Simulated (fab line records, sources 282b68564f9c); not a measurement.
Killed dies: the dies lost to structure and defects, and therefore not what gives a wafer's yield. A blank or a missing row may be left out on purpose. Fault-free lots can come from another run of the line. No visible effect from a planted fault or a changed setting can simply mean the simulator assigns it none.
Which tool did it? :: flow ritCmos :: Sampling: 6 lots, 18 wafers, 2 of 202 route steps

WHAT THE GAUGES READ, wafer by wafer
RIT_ACTIVE_THK_MEAS_04.
lot: L380
measured: day 2 07:12
on: filmMetro-04
ACTIVE_NITRIDE_THK (nm): 151.9 151.4 150.6

lot: L382
measured: day 2 17:24
on: filmMetro-03
ACTIVE_NITRIDE_THK (nm): 148.2 148.2 148.6

lot: L384
measured: day 3 00:42
on: filmMetro-01
ACTIVE_NITRIDE_THK (nm): 147.9 147.4 147.7

lot: L387
measured: day 3 15:32
on: filmMetro-03
ACTIVE_NITRIDE_THK (nm): 150.1 151.0 151.0

lot: L390
measured: day 4 08:16
on: filmMetro-03
ACTIVE_NITRIDE_THK (nm): 150.7 150.4 150.0

lot: L396
measured: day 5 13:22
on: filmMetro-03
ACTIVE_NITRIDE_THK (nm): 136.6 138.1 137.0

EACH LOT AND THE TOOL THAT RAN IT (in order: tool; ch and the chambers of the sampled wafers; start)
lot: L380
RIT_ACTIVE_CVD_03: lpcvd-02 ch 1, day 2 05:47

lot: L382
RIT_ACTIVE_CVD_03: lpcvd-01 ch 0, day 2 15:58

lot: L384
RIT_ACTIVE_CVD_03: lpcvd-01 ch 1, day 2 23:16

lot: L387
RIT_ACTIVE_CVD_03: lpcvd-02 ch 1, day 3 14:07

lot: L390
RIT_ACTIVE_CVD_03: lpcvd-02 ch 1, day 4 06:50

lot: L396
RIT_ACTIVE_CVD_03: lpcvd-02 ch 1, day 5 11:56
- RIT_ACTIVE_CVD_03: deposits Si3N4 from SiH2Cl2/NH3, target thk 150 nm, time 1500 s.

THE ANSWER, worked out from the rows above alone
Rule: usual is defined by the lots themselves. Put in order of their means at a reading, lots are off if they are a third of the lots or fewer, leave a main group of 4 or more, and stand apart from it by a gap of 3 or more times the standard deviation of the main group's means; of several such gaps the widest counts. The tables above print the reading to a certain number of digits; a main group whose means all agree to those digits is not used. Also off: a lot with no number at a reading for which 4 or more lots have one. Where the step has rows for the other lots, those lots are counted as sound.
Off: at RIT_ACTIVE_THK_MEAS_04 (ACTIVE_NITRIDE_THK), L396. The main group: mean 149.7 nm, standard deviation 1.4.
If a tool, at a process step before that reading, ran all the lots that are off and no sound lot after the first of them, it fits. Gauges at RIT_ACTIVE_THK_MEAS_04: tried the same way as those tools. This does not decide it: 2 tools fit, namely lpcvd-02 at RIT_ACTIVE_CVD_03 and filmMetro-03 at RIT_ACTIVE_THK_MEAS_04.

WHAT THE SIMULATOR PUT IN
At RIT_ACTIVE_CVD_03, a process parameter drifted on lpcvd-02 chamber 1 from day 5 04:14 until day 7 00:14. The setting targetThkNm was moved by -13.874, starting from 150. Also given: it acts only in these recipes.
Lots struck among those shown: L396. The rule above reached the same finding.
